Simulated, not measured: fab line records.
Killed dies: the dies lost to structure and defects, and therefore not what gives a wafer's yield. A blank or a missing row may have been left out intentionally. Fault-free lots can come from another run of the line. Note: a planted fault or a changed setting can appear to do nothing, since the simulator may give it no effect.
2 desks, one fault || flow berkeley_cmos170 || what lay behind the numbers comes last; until then each desk has only its own

METROLOGY DESK
Means of the sampled wafers that have a number, per lot and without regard to the tool the lot ran on: this is what the gauges read. Marked OUT: a lot whose mean sits more than 4 standard deviations from the usual mean, which makes it out of limits; the brackets give that distance.
Columns: A = NVT_OVL at UCB170_NVT_OVL_MEAS_06, usual 3 nm; B = NVT_TW at UCB170_NVT_TW_MEAS_09, usual 527; C = PVT_OVL at UCB170_PVT_OVL_MEAS_06, usual 0 nm
{"lot": "L827", "first seen here": "day 5 20:29", "A": 2, "B": 528, "C": 7}
{"lot": "L829", "first seen here": "day 6 17:05", "A": 4, "B": 516, "C": 0}
{"lot": "L834", "first seen here": "day 7 10:49", "A": 2, "B": 528, "C": "-"}
{"lot": "L836", "first seen here": "day 8 08:04", "A": 4, "B": 530, "C": "-"}
{"lot": "L845", "first seen here": "day 10 13:58", "A": 3, "B": 519, "C": -6}
{"lot": "L846", "first seen here": "day 10 14:04", "A": 1, "B": 531, "C": 2}
This desk's verdict: no lot among the 6 shows anything out of limits.

FOR THE TOOL OWNER'S DESK: litho_track-04
The tool's own readings at UCB170_PVT_DEVELOP_05 (develop time 45 s): means of the sampled wafers that have a number, for each lot that ran on this tool. Marked OUT: a lot whose mean sits more than 4 standard deviations from the usual mean, which makes it out of limits; the brackets give that distance.
Columns: A = chill_plate_temp_C at UCB170_PVT_DEVELOP_05, usual 22.99 C
{"lot": "L827", "first seen here": "day 5 21:00", "A": 23.05}
{"lot": "L829", "first seen here": "day 6 19:00", "A": 23.04}
This desk's verdict: no lot among the 2 shows anything out of limits.

TAKEN TOGETHER
At the metrology desk, nothing out of limits was observed.
The desk of the tool owner found nothing out of limits.

WHAT THE SIMULATOR HAD INSERTED
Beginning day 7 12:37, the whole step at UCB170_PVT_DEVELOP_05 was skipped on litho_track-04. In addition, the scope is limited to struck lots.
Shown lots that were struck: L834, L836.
